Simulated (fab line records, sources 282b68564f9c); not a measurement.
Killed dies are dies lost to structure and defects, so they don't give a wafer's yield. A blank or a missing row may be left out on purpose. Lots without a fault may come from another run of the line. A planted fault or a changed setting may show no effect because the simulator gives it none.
Split-lot experiment | flow rit_cmos | 5 lots, 23 wafers read, on a route of 202 steps

THE SPLIT
At RIT_ACTIVE_CVD_03 (deposits Si3N4 from SiH2Cl2/NH3, target thk 150 nm, time 1500 s), the setting sih2cl2_flow_sccm was moved away from the recipe's 60 sccm on 15 of the 23 wafers read, by -13.3% to -10.7%. The other wafers ran this setting at the recipe's value.

The file shows no step between the split and the reading.

THE READING
ACTIVE_NITRIDE_THK, in nm, at RIT_ACTIVE_THK_MEAS_04. Fault-free wafers of this fab line usually give 149.4 nm, standard deviation 1.2 nm.

wafer  | tool, chamber at the split | sih2cl2_flow_sccm as run, sccm | against the recipe | ACTIVE_NITRIDE_THK, nm | against lot-mates on the recipe
L074.2 | -, -                       | 60                             | recipe             | 150.6                  | -
L074.3 | -, -                       | 60                             | recipe             | 150.6                  | -
L074.4 | -, -                       | 60                             | recipe             | 150.7                  | -
L074.5 | -, -                       | 60                             | recipe             | 150.3                  | -
L074.6 | -, -                       | 60                             | recipe             | 150.6                  | -
L076.2 | -, -                       | 53.46                          | -10.9%             | 144.4                  | no lot-mate on the recipe
L076.3 | -, -                       | 53.46                          | -10.9%             | 145.0                  | no lot-mate on the recipe
L076.4 | -, -                       | 53.46                          | -10.9%             | 145.1                  | no lot-mate on the recipe
L076.5 | -, -                       | 53.46                          | -10.9%             | 145.9                  | no lot-mate on the recipe
L076.6 | -, -                       | 53.46                          | -10.9%             | 144.7                  | no lot-mate on the recipe
L081.1 | -, -                       | 52.03                          | -13.3%             | 144.5                  | no lot-mate on the recipe
L081.2 | -, -                       | 52.03                          | -13.3%             | 143.8                  | no lot-mate on the recipe
L081.3 | -, -                       | 52.03                          | -13.3%             | 144.8                  | no lot-mate on the recipe
L081.4 | -, -                       | 52.03                          | -13.3%             | 144.0                  | no lot-mate on the recipe
L081.5 | -, -                       | 52.03                          | -13.3%             | 144.2                  | no lot-mate on the recipe
L083.1 | lpcvd-02, 1                | 60                             | recipe             | 148.2                  | -
L083.2 | lpcvd-02, 1                | 60                             | recipe             | 148.5                  | -
L083.5 | lpcvd-02, 1                | 60                             | recipe             | 148.9                  | -
L085.2 | -, -                       | 53.56                          | -10.7%             | 143.5                  | no lot-mate on the recipe
L085.3 | -, -                       | 53.56                          | -10.7%             | 144.7                  | no lot-mate on the recipe
L085.4 | -, -                       | 53.56                          | -10.7%             | 145.5                  | no lot-mate on the recipe
L085.5 | -, -                       | 53.56                          | -10.7%             | 143.9                  | no lot-mate on the recipe
L085.6 | -, -                       | 53.56                          | -10.7%             | 144.9                  | no lot-mate on the recipe

THE FIT
A straight line over all 23 wafers: ACTIVE_NITRIDE_THK changes by +0.44 nm for each +1% of sih2cl2_flow_sccm; r = +0.95; the points scatter about the line by 0.83 nm.
Too few moved wafers have a lot-mate on the recipe to fit a line with each lot's own level taken away.

THE WHOLE CHAIN: every reading that the file lists as answering this split, in the file's order
step                   | what it does                                                        | reading                                                                        | change (the file's fit)               | r (the file's)
RIT_ACTIVE_CVD_03      | deposits Si3N4 from SiH2Cl2/NH3, target thk 150 nm, time 1500 s     | Si3N4_of_ACTIVE_CVD_03.thk_nm (the simulator's own value, which no gauge read) | +0.445 nm for each +1% of the setting | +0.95
RIT_ACTIVE_THK_MEAS_04 |                                                                     | ACTIVE_NITRIDE_THK                                                             | +0.438 for each +1% of the setting    | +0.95
RIT_ACTIVE_ETCH_13     | etches Si3N4 in SF6, stops on SiO2, time 210 s, target depth 210 nm | etch.depth_nm (the simulator's own value, which no gauge read)                 | +0.402 nm for each +1% of the setting | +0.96
RIT_FOX1_OXIDATION_00  | target thk 350.7 nm, ox time 1130 s                                 | Si3N4_of_ACTIVE_CVD_03.thk_nm (the simulator's own value, which no gauge read) | +0.436 nm for each +1% of the setting | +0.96

THE FILE'S OWN FIT
ACTIVE_NITRIDE_THK changes by +0.438 nm for each +1% of sih2cl2_flow_sccm, r = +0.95.
